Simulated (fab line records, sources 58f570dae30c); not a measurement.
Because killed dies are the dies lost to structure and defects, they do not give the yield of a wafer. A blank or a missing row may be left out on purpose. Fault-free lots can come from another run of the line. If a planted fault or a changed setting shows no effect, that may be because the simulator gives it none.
The tool behind it: which one? | flow berkeley cmos170 | 7 lots, 21 wafers sampled, at 1 step of a route of 331

WHAT EACH GAUGE READ, for each wafer
UCB170_START_THK_MEAS_03.
lot  | measured    | on            | START_OXIDE_THK (nm)
L511 | day 1 19:18 | film metro-01 | 20.5 20.0 20.2
L513 | day 2 05:28 | film metro-02 | 20.4 19.9 20.0
L515 | day 2 13:13 | film metro-03 | 20.5 20.3 20.5
L521 | day 3 20:17 | film metro-03 | 20.0 19.9 19.9
L529 | day 5 13:41 | film metro-02 | 20.1 19.8 19.6
L531 | day 5 22:16 | film metro-03 | 20.7 20.7 20.6
L533 | day 6 10:48 | film metro-02 | 20.1 20.0 20.2

TOOL THAT RAN EACH LOT (tool first, then ch and the chambers of the sampled wafers, then the start)
Record: no process step prior to these readings.

THE ANSWER, worked out from the rows above alone
Rule: the usual values come from the lots themselves. The widest of any qualifying gaps counts: lots, ordered by their means at a reading, are off when they make up no more than a third of the lots, leave a main group of 4 or more, and stand apart from it by 3 or more times the standard deviation of that group's means. A main group whose means are all the same, to the digits that the tables above print for the reading, isn't used. A lot without any number at a reading at which 4 lots or more have one is off too. The other lots that the step has rows for count as sound.
Nothing can be told from this: no lot is off at any reading shown.

WHAT THE SIMULATOR HAD INSERTED
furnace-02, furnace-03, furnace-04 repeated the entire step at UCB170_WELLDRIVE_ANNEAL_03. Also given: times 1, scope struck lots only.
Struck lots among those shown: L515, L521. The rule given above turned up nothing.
